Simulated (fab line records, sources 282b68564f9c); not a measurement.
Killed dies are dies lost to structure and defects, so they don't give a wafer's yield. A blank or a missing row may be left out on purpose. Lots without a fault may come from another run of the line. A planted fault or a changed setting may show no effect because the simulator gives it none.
One fault seen from 2 desks | flow rit_cmos | each desk has only its own numbers; what lay behind them comes last

THE TOOL OWNER'S DESK: rie_diel-04
The tool's own readings at RIT_ACTIVE_ETCH_13 (etches Si3N4 in SF6, stops on SiO2, time 210 s, target depth 210 nm): means of the sampled wafers that have a number, for each lot that ran on this tool. A lot is out of limits, marked OUT, if its mean lies more than 4 standard deviations from the usual mean; the brackets give that distance.
Columns: A = drypump_motor_current_A at RIT_ACTIVE_ETCH_13, usual 5.9 A; B = oes_product_au at RIT_ACTIVE_ETCH_13, usual 0.826 a.u.; C = throttle_valve_pct at RIT_ACTIVE_ETCH_13, usual 7.44 %
lot  | first seen here | A   | B     | C
L411 | day 2 02:53     | 6.0 | 0.814 | 7.60
L420 | day 3 22:46     | 6.0 | 0.837 | 7.50
L422 | day 4 08:36     | 6.2 | 0.832 | 7.59
This desk's finding: nothing out of limits on any of the 3 lots.

THE METROLOGY DESK
What the gauges read, lot by lot, whatever tool the lot ran on: means of the sampled wafers that have a number. A lot is out of limits, marked OUT, if its mean lies more than 4 standard deviations from the usual mean; the brackets give that distance.
Columns: A = ACTIVE_OXIDE_THK at RIT_ACTIVE_THK_MEAS_02, usual 47.2 nm; B = ACTIVE_NITRIDE_THK at RIT_ACTIVE_THK_MEAS_04, usual 150.5 nm; C = cd_nm at RIT_ACTIVE_CD_MEAS_11, usual 1400.3 nm
lot  | first seen here | A    | B     | C
L410 | day 1 17:04     | 46.4 | 152.9 | 1402.3
L411 | day 1 22:04     | 47.0 | 149.8 | 1401.8
L420 | day 3 19:59     | 45.3 | 151.9 | 1404.0
L422 | day 4 05:04     | 49.1 | 148.1 | 1398.9
L423 | day 4 10:14     | 46.5 | 152.4 | 1398.1
L428 | day 5 11:03     | 48.1 | 149.2 | 1399.9
This desk's finding: nothing out of limits on any of the 6 lots.

PUT TOGETHER
The tool owner's desk saw nothing out of limits.
The metrology desk saw nothing out of limits.

WHAT THE SIMULATOR HAD PUT IN
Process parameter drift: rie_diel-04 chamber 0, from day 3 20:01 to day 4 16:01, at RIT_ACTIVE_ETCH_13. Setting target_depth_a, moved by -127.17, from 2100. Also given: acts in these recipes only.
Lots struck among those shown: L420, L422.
